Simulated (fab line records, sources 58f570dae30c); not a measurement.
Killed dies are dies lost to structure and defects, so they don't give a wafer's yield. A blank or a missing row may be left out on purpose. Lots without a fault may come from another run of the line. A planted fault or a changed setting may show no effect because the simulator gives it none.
fab line records | flow berkeley_cmos170
record lots=7 wafers=21 last_day=11
route steps=331 shown BACKSIDE@202 SDANNEAL@204 PSD@206 NSD@207 PLDD@208 NLDD@209 SILICIDE@210
lots that met no fault: from a run of the same line without faults
start_h: hours from the record's first day to the start of the lot's first wafer shown | wait_h: hours since the lot's step before | " the same as in the row above | L1.1+2: a row that stands for several wafers | - no value, or no start given | * or withheld: withheld | < > ~ a bound
route shown NAME@n: a module of which the file shows steps, and the number in the route of the first | usual: mean/standard deviation of fault-free wafers | same: alike in all rows | chamber/n: place in a boat | sites: the reading at each site | _std_site: their standard deviation | _edge_site: outer sites' mean less inner sites' | radius_mm: how far each site lies from the wafer's centre | mask NAME#n: copy n | behind: the tool/chamber that last shaped the wafer | hold: why the lot was held/for how many hours/how that ended | device: the transistor (n, p or np) that didn't switch | end of line: the same wafers' tests at the end of the route | a step without rows: its recipe alone | killed: dies lost to structure and defects at the first sort, not the wafer's yield | map: a wafer's dies, x killed, . not, _ none there
set.NAME: the setting as run; set.NAME@STEP: as run at that earlier step | model.NAME: the simulator's own value behind a step, which no gauge read
lots at some steps of the route; a table a step, a row a wafer
services: from which hour (start_h, from the record's first day; less than 0 if before it) a tool's chamber was out of use, for how many hours, and why
## steps
# step UCB170_BACKSIDE_STRIP_03
# recipe chemistry=O2 power_w=400 pressure_mtorr=3500 platen_temp_c=withheld o2_flow_sccm=400 overash_fraction=0.5
# usual drypump_motor_current_A=5.4/0.4 o2_flow_sccm=399.9/1.1 oes_product_au=0.734/0.0046 strip_time_to_endpoint_s=22.00/0.052
# columns lot.wafer tool chamber start_h wait_h drypump_motor_current_A o2_flow_sccm oes_product_au rf_hours_counter_h strip_time_to_endpoint_s
L730.1 plasma_asher-01 1 139.09 0.1 5.9 399.0 0.735 2 21.98
L730.2 " 0 " " 4.8 400.7 0.733 2 21.96
L730.5 " 1 " " 5.9 401.0 0.733 - 21.99
L733.2 plasma_asher-03 1 139.15 0.1 5.8 399.3 0.736 37 21.92
L733.3 " 0 " " 5.0 398.7 0.731 - 21.95
L733.5 " 1 " " 5.8 400.1 0.735 - 21.94
L734.2 plasma_asher-03 0 144.96 0.1 4.9 399.3 0.733 37 22.07
L734.3 " 0 " " 4.9 401.1 0.731 - 22.06
L734.4 " 1 " " 5.8 400.9 0.737 - 22.02
L735.1 plasma_asher-02 0 152.57 0.1 5.6 400.1 0.726 46 21.92
L735.5 " 1 " " 5.3 398.9 0.740 - 21.99
L735.6 " 0 " " 5.6 398.3 0.732 - 21.86
L736.1 plasma_asher-03 1 152.67 0.1 5.8 402.1 0.734 38 22.07
L736.3 " 0 " " 5.0 399.6 0.734 - 22.05
L736.6 " 0 " " 5.0 398.1 0.733 - 22.09
L747.1 plasma_asher-01 1 220.25 0.1 5.9 400.8 0.731 12 21.98
L747.2 " 0 " " 4.8 399.6 0.725 12 21.97
L747.5 " 1 " " 5.9 399.5 0.738 - 22.01
L751.3 plasma_asher-02 0 239.36 0.1 5.5 398.3 0.740 - 22.01
L751.5 " 0 " " 5.5 398.3 0.737 - 21.96
L751.6 " 1 " " 5.3 400.0 0.736 - 22.02
# step UCB170_BACKSIDE_CLEAN_04
# recipe chemistry=SPM temp_c=120 time_s=600
# step UCB170_SDANNEAL_RTA_00
# recipe temp_c=900 time_s=10 ambient=N2
# usual anneal_temp_c_max=903.6/0.72 chamber_o2_ppm=2.001/0.02 lamp_power_pct=23.3/1 wafer_temp_C_max=903.8/1.3
# columns lot.wafer tool chamber start_h wait_h anneal_temp_c_max chamber_o2_ppm lamp_power_pct wafer_temp_C_max
L730.1 rtp_anneal-02 0 139.36 0.0 902.2 1.992 22.2 902.8
L730.2 " 0 " " 904.3 2.016 22.3 902.8
L730.5 " 0 " " 902.5 1.975 22.2 904.0
L733.2 rtp_anneal-01 0 139.44 0.0 903.9 2.023 24.3 904.9
L733.3 " 0 " " 903.1 1.999 24.2 903.9
L733.5 " 0 " " 903.2 2.020 24.3 905.1
L734.2 rtp_anneal-02 0 145.24 0.0 903.2 1.982 22.3 902.4
L734.3 " 0 " " 904.5 1.968 22.2 902.7
L734.4 " 0 " " 904.1 2.009 22.3 902.4
L735.1 rtp_anneal-01 0 152.85 0.0 903.6 2.033 24.3 904.8
L735.5 " 0 " " 904.4 2.002 24.3 903.7
L735.6 " 0 " " 902.5 1.987 24.3 903.6
L736.1 rtp_anneal-02 0 152.95 0.0 904.1 1.974 22.2 902.5
L736.3 " 0 " " 903.8 2.023 22.3 902.3
L736.6 " 0 " " 903.7 2.002 22.3 901.8
L747.1 rtp_anneal-01 0 220.53 0.0 902.9 2.023 24.3 905.9
L747.2 " 0 " " 902.3 2.009 24.3 903.7
L747.5 " 0 " " 902.5 2.034 24.3 905.1
L751.3 rtp_anneal-01 0 239.64 0.0 904.0 2.023 24.3 905.5
L751.5 " 0 " " 904.6 2.003 24.3 905.1
L751.6 " 0 " " 903.9 1.983 24.3 904.6
# step UCB170_SDANNEAL_RTA_01
# recipe temp_c=1050 time_s=5 ambient=N2
# usual anneal_temp_c_max=1054.2/0.89 chamber_o2_ppm=1.996/0.018 lamp_power_pct=35.9/1.6 wafer_temp_C_max=1054.5/1.4
# columns lot.wafer tool chamber start_h wait_h anneal_temp_c_max chamber_o2_ppm lamp_power_pct wafer_temp_C_max
L730.1 rtp_anneal-02 0 139.43 0.1 1055.9 1.989 34.3 1052.6
L730.2 " 0 " " 1055.2 2.001 34.3 1052.6
L730.5 " 0 " " 1053.6 1.995 34.4 1054.0
L733.2 rtp_anneal-01 0 139.50 0.1 1053.5 1.975 37.5 1055.5
L733.3 " 0 " " 1054.2 1.980 37.6 1056.8
L733.5 " 0 " " 1052.4 1.986 37.5 1053.8
L734.2 rtp_anneal-02 0 145.31 0.1 1055.2 2.007 34.4 1053.4
L734.3 " 0 " " 1053.9 1.999 34.3 1054.4
L734.4 " 0 " " 1055.0 1.975 34.3 1052.7
L735.1 rtp_anneal-01 0 152.91 0.1 1054.0 1.996 37.5 1056.2
L735.5 " 0 " " 1053.3 1.970 37.5 1057.3
L735.6 " 0 " " 1052.5 2.003 37.5 1054.0
L736.1 rtp_anneal-02 0 153.01 0.1 1053.7 2.002 34.4 1053.5
L736.3 " 0 " " 1054.0 2.006 34.4 1053.1
L736.6 " 0 " " 1055.7 1.971 34.4 1052.8
L747.1 rtp_anneal-01 0 220.59 0.1 1054.2 2.007 37.5 1056.6
L747.2 " 0 " " 1054.9 1.972 37.6 1057.0
L747.5 " 0 " " 1054.1 2.025 37.4 1054.9
L751.3 rtp_anneal-01 0 239.70 0.1 1053.4 1.973 37.5 1054.3
L751.5 " 0 " " 1054.6 2.025 37.5 1057.0
L751.6 " 0 " " 1054.1 2.039 37.4 1056.9
# step UCB170_SDANNEAL_RS_MEAS_02
# recipe thk_meas_gauge=four-point-probe
# usual PSD_RS=75.7/0.36
# columns lot.wafer tool chamber start_h wait_h PSD_RS[ohm/sq]
L730.1 film_metro-02 - 139.49 0.0 75.5
L730.2 " - " " 75.3
L730.5 " - " " 75.4
L733.2 film_metro-01 - 139.58 0.1 75.4
L733.3 " - " " 75.4
L733.5 " - " " 75.3
L734.2 film_metro-01 - 145.38 0.1 75.6
L734.3 " - " " 75.5
L734.4 " - " " 75.5
L735.1 film_metro-02 - 152.97 0.0 75.6
L735.5 " - " " 75.3
L735.6 " - " " 75.6
L736.1 film_metro-01 - 153.07 0.0 75.7
L736.3 " - " " 75.4
L736.6 " - " " 75.3
L747.1 film_metro-01 - 220.65 0.0 75.1
L747.2 " - " " 75.3
L747.5 " - " " 75.4
L751.3 film_metro-01 - 239.78 0.1 75.8
L751.5 " - " " 75.6
L751.6 " - " " 75.5
# step UCB170_SDANNEAL_RS_MEAS_03
# recipe thk_meas_gauge=four-point-probe
# usual NSD_RS=37.32/0.095
# columns lot.wafer tool chamber start_h wait_h NSD_RS[ohm/sq]
L730.1 film_metro-02 - 139.61 0.1 37.20
L730.2 " - " " 37.20
L730.5 " - " " 37.22
L733.2 film_metro-01 - 139.70 0.1 37.31
L733.3 " - " " 37.35
L733.5 " - " " 37.35
L734.2 film_metro-01 - 145.50 0.1 37.14
L734.3 " - " " 37.15
L734.4 " - " " 37.21
L735.1 film_metro-02 - 153.09 0.1 37.26
L735.5 " - " " 37.15
L735.6 " - " " 37.25
L736.1 film_metro-01 - 153.19 0.1 37.34
L736.3 " - " " 37.33
L736.6 " - " " 37.29
L747.1 film_metro-01 - 220.77 0.1 37.23
L747.2 " - " " 37.22
L747.5 " - " " 37.18
L751.3 film_metro-01 - 239.90 0.1 37.36
L751.5 " - " " 37.39
L751.6 " - " " 37.34
# step UCB170_SDANNEAL_RS_MEAS_04
# recipe thk_meas_gauge=four-point-probe
# usual PLDD_RS=1033/3.4
# columns lot.wafer tool chamber start_h wait_h PLDD_RS[ohm/sq]
L730.1 film_metro-02 - 139.73 0.1 1030
L730.2 " - " " 1030
L730.5 " - " " 1030
L733.2 film_metro-01 - 139.82 0.1 1028
L733.3 " - " " 1029
L733.5 " - " " 1029
L734.2 film_metro-01 - 145.62 0.1 1036
L734.3 " - " " 1035
L734.4 " - " " 1032
L735.1 film_metro-02 - 153.21 0.1 1030
L735.5 " - " " 1032
L735.6 " - " " 1031
L736.1 film_metro-01 - 153.31 0.1 1033
L736.3 " - " " 1036
L736.6 " - " " 1036
L747.1 film_metro-01 - 220.89 0.1 1034
L747.2 " - " " 1037
L747.5 " - " " 1034
L751.3 film_metro-01 - 240.02 0.1 1030
L751.5 " - " " 1033
L751.6 " - " " 1031
# step UCB170_SDANNEAL_RS_MEAS_05
# recipe thk_meas_gauge=four-point-probe
# usual NLDD_RS=617.5/1.5
# columns lot.wafer tool chamber start_h wait_h NLDD_RS[ohm/sq]
L730.1 film_metro-02 - 139.85 0.1 616.2
L730.2 " - " " 618.7
L730.5 " - " " 617.4
L733.2 film_metro-01 - 139.94 0.1 615.1
L733.3 " - " " 616.7
L733.5 " - " " 615.6
L734.2 film_metro-01 - 145.74 0.1 615.1
L734.3 " - " " 616.1
L734.4 " - " " 616.6
L735.1 film_metro-02 - 153.33 0.1 616.9
L735.5 " - " " 616.6
L735.6 " - " " 616.3
L736.1 film_metro-01 - 153.43 0.1 616.1
L736.3 " - " " 618.4
L736.6 " - " " 618.5
L747.1 film_metro-01 - 221.01 0.1 617.0
L747.2 " - " " 616.7
L747.5 " - " " 617.5
L751.3 film_metro-01 - 240.14 0.1 616.5
L751.5 " - " " 616.1
L751.6 " - " " 616.4
# step UCB170_SILICIDE_PRE_CLEAN_00
# recipe gas=Ar preclean_etch_time_s=60
# step UCB170_SILICIDE_SPUTTER_01
# recipe material=Ti target_thk_nm=30 time_s=25 power_w=1500 chamber_pressure_pa=0.5
# usual throttle_valve_pct=30.2/0.87
# columns lot.wafer tool chamber start_h wait_h throttle_valve_pct
L730.1 pvd_sputter-03 - 140.03 0.0 31.4
L730.2 " - " " 29.6
L730.5 " - " " 28.3
L733.2 pvd_sputter-02 - 140.11 0.0 31.3
L733.3 " - " " 29.9
L733.5 " - " " 31.4
L734.2 pvd_sputter-02 - 145.90 0.0 29.7
L734.3 " - " " 29.8
L734.4 " - " " 31.8
L735.1 pvd_sputter-02 - 153.52 0.0 30.2
L735.5 " - " " 29.0
L735.6 " - " " 31.5
L736.1 pvd_sputter-03 - 153.62 0.0 29.7
L736.3 " - " " 31.1
L736.6 " - " " 31.0
L747.1 pvd_sputter-01 - 221.20 0.0 29.8
L747.2 " - " " 29.9
L747.5 " - " " 30.0
L751.3 pvd_sputter-03 - 240.28 0.0 31.3
L751.5 " - " " 31.4
L751.6 " - " " 28.0
# step UCB170_SILICIDE_RS_MEAS_02
# recipe thk_meas_gauge=four-point-probe reads=Ti_of_SILICIDE_SPUTTER_01
# usual SILICIDE_TI_RS=26.1/0.42
# columns lot.wafer tool chamber start_h wait_h SILICIDE_TI_RS[ohm/sq]
L730.1 film_metro-04 - 140.06 0.0 26.7
L730.2 " - " " 26.7
L730.5 " - " " 26.4
L733.2 film_metro-03 - 140.22 0.1 25.8
L733.3 " - " " 25.5
L733.5 " - " " 25.8
L734.2 film_metro-03 - 145.95 0.0 25.9
L734.3 " - " " 26.8
L734.4 " - " " 26.5
L735.1 film_metro-04 - 153.55 0.0 26.0
L735.5 " - " " 26.6
L735.6 " - " " 26.4
L736.1 film_metro-01 - 153.65 0.0 27.2
L736.3 " - " " 26.5
L736.6 " - " " 26.4
L747.1 film_metro-04 - 221.23 0.0 25.9
L747.2 " - " " 25.9
L747.5 " - " " 26.0
L751.3 film_metro-04 - 240.36 0.1 25.9
L751.5 " - " " 26.2
L751.6 " - " " 26.3
# step UCB170_SILICIDE_THK_MEAS_03
# recipe thk_meas_gauge=xrf reads=Ti_of_SILICIDE_SPUTTER_01
# usual SILICIDE_TI_THK=30.1/0.45
# columns lot.wafer tool chamber start_h wait_h SILICIDE_TI_THK[nm]
L730.1 film_metro-04 - 140.18 0.1 29.7
L730.2 " - " " 29.6
L730.5 " - " " 29.9
L733.2 film_metro-03 - 140.33 0.1 30.5
L733.3 " - " " 30.9
L733.5 " - " " 30.7
L734.2 film_metro-03 - 146.06 0.1 30.1
L734.3 " - " " 29.3
L734.4 " - " " 29.8
L735.1 film_metro-04 - 153.67 0.1 30.1
L735.5 " - " " 29.5
L735.6 " - " " 29.8
L736.1 film_metro-01 - 153.77 0.1 29.4
L736.3 " - " " 30.0
L736.6 " - " " 30.2
L747.1 film_metro-04 - 221.35 0.1 30.5
L747.2 " - " " 30.3
L747.5 " - " " 30.1
L751.3 film_metro-04 - 240.46 0.1 30.2
L751.5 " - " " 29.9
L751.6 " - " " 29.8
# step UCB170_SILICIDE_RTA_04
# recipe temp_c=650 time_s=15 ambient=N2
# usual anneal_temp_c_max=652.7/0.55 chamber_o2_ppm=1.994/0.02 lamp_power_pct=10.0/0.44 wafer_temp_C_max=652.9/0.91
# columns lot.wafer tool chamber start_h wait_h anneal_temp_c_max chamber_o2_ppm lamp_power_pct wafer_temp_C_max
L730.1 rtp_anneal-01 0 140.24 0.1 651.9 2.029 10.4 654.1
L730.2 " 0 " " 653.0 1.990 10.4 653.4
L730.5 " 0 " " 653.8 1.971 10.4 653.5
L733.2 rtp_anneal-01 0 140.39 0.1 652.4 2.003 10.4 654.5
L733.3 " 0 " " 653.0 2.013 10.4 653.9
L733.5 " 0 " " 652.6 1.990 10.4 652.9
L734.2 rtp_anneal-01 - 146.12 0.1 - - - -
L734.3 " - " " - - - -
L734.4 " - " " - - - -
L735.1 rtp_anneal-01 - 153.73 0.1 - - - -
L735.5 " - " " - - - -
L735.6 " - " " - - - -
L736.1 rtp_anneal-02 - 153.83 0.1 - - - -
L736.3 " - " " - - - -
L736.6 " - " " - - - -
L747.1 rtp_anneal-02 0 221.41 0.1 652.4 1.971 9.5 652.7
L747.2 " 0 " " 653.0 2.011 9.5 652.1
L747.5 " 0 " " 652.4 1.996 9.5 652.1
L751.3 rtp_anneal-02 0 240.52 0.1 653.4 1.999 9.5 651.4
L751.5 " 0 " " 653.7 1.977 9.5 651.8
L751.6 " 0 " " 653.0 1.960 9.5 652.2
# step UCB170_SILICIDE_WET_ETCH_05
# recipe chemistry=SPM time_s=45 temp_c=120 target=Ti
## services
# columns tool chamber start_h hours kind
rtp_anneal-01 - 115.37 15.0 pm
plasma_asher-01 0 117.75 - clean
plasma_asher-01 1 117.75 - clean
pvd_sputter-03 - 122.69 2.5 repair
pvd_sputter-02 - 124.02 3.8 repair
pvd_sputter-01 - 140.64 0.5 repair
plasma_asher-02 - 160.96 13.1 repair
pvd_sputter-02 - 198.40 1.9 repair
pvd_sputter-02 - 201.57 3.4 repair
pvd_sputter-03 - 206.04 6.5 repair
plasma_asher-02 - 225.46 2.8 pm
plasma_asher-02 - 234.42 0.4 repair
## key
first_sign step=UCB170_SILICIDE_RTA_04 reading=tool_record direction=missing
effect none on later readings
met_at UCB170_SILICIDE_RTA_04
struck_wafers L734.2,L734.3,L734.4,L735.1,L735.5,L735.6,L736.1,L736.3,L736.6
later_rows_left_out L734.2,L734.3,L734.4,L735.1,L735.5,L735.6,L736.1,L736.3,L736.6
sort_left_out L734.2,L734.3,L734.4,L735.1,L735.5,L735.6,L736.1,L736.3,L736.6
tester_left_out L734,L735,L736
onset_between 140.39 146.12
fault kind=skipped_step_whole tool=rtp_anneal-01,rtp_anneal-02 chamber=- onset_h=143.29 steps=UCB170_SILICIDE_RTA_04 scope=struck_lots_only
# tester_left_out: of these lots the tester's yield and bins aren't shown, on N5 and GAA mostly nor the transistor test; their killed dies are dies lost to structure and defects alone, not to doping, threshold or leakage, so they don't give the yield
# sort_left_out: the simulated sort isn't trusted on such a fault, so these wafers' sort isn't shown, and their yield isn't known
# later_rows_left_out: the simulator's readings of these wafers behind a module that went badly wrong aren't trusted and aren't shown, but for the sort
